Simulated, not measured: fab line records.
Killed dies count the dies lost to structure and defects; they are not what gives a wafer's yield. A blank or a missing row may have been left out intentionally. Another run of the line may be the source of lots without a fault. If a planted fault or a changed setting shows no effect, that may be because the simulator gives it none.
A struck lot beside a sound one ; flow rit cmos ; 14 out of 202 route steps
Sound: the wafers L816.1, L816.2, L816.5. Wafers struck: L820.2, L820.3, L820.6. The cause is given at the end.
Order at every step that has rows: each side's tool, ch and its chambers, its first start. Under that, the readings that differ: sound wafers ; struck wafers ; difference of the means ; sigmas: that difference in standard deviations of wafers without a fault.
alike: same words and numbers on both sides, and readings whose means sit less than 2 such deviations apart. not compared: any withheld reading, any reading some wafer has no value for, any bound like >300 that may hide the same value, and any number with overlapping values for which the record gives no deviation.
A row with sigmas, a row that says differs or no value, or rows on one side alone: a step with any of these is where the two part. When numbers do not overlap yet have no deviation, they are printed without sigmas and do not part them. Lack of a reading on every wafer of one side parts them only where that side has two or more wafers.

RIT_CONTACT_STRIP_12: strips in O2, time 180 s.
  sound on plasma asher-03 ch 0,1, day 5 02:01; struck on plasma asher-02 ch 1, day 5 20:39
reading;sound;struck;difference;sigmas
drypump motor current A (A);5.18 5.55 5.14;5.78 5.79 5.78;+0.49;+2
  not compared: rf hours counter h
RIT_CONTACT_CD_MEAS_90 targets a cd of 1000 nm.
  sound on cd sem-01 at day 5 02:12; struck on cd sem-01 at day 5 20:50
  alike: cd nm
then, 2 steps without rows for these wafers: RIT_CONTACT_CLEAN_13 (cleans in SC1, time 600 s); RIT_CONTACT_CLEAN_14 (cleans in SC2, time 600 s).
RIT_M1_SPUTTER_00: material Al, target thk 400 nm, time 500 s.
  sound on pvd sputter-04 at day 5 02:52; struck on pvd sputter-04 at day 5 21:17
  alike: throttle valve pct
RIT_M1_RS_MEAS_01: uses a four-point probe to measure.
  sound on film metro-01 at day 5 03:10; struck on film metro-02 at day 5 21:37
  alike: M1_AL_RS
RIT_M1_THK_MEAS_02: measures by xrf.
  sound on film metro-01 at day 5 03:17; struck on film metro-02 at day 5 21:43
  alike: M1_AL_THK
then, 5 steps without rows for these wafers: RIT_M1_HMDS_03 (prime time 60 s); RIT_M1_COAT_04 (resist thk 1300 nm); RIT_M1_SOFTBAKE_05 (time 60 s); RIT_M1_EXPOSE_06 (exposes mask M12, target cd 2600 nm); RIT_M1_PEB_07.
RIT_M1_DEVELOP_08: develop time 65.48 s.
  struck on litho track-04, day 5 22:00; sound on litho track-03 ch 0, day 5 04:00
  no value came back on the struck wafers for chill plate temp C (C), develop time s (s); on the sound wafers chill plate temp C (C) reads 22.95 23.04 22.97
RIT_M1_CD_MEAS_09 targets a cd of 2600 nm.
  sound on cd sem-01 at day 5 04:16; struck on cd sem-01 at day 5 22:40
reading;sound;struck;difference;sigmas
cd nm (nm);2604.4 2604.5 2603.4;- - -;no value on the struck wafers;

WHERE THEY PART
Earliest at RIT_CONTACT_STRIP_12; latest, in this record, at RIT_M1_CD_MEAS_09.

WHY: whatever the simulator had introduced
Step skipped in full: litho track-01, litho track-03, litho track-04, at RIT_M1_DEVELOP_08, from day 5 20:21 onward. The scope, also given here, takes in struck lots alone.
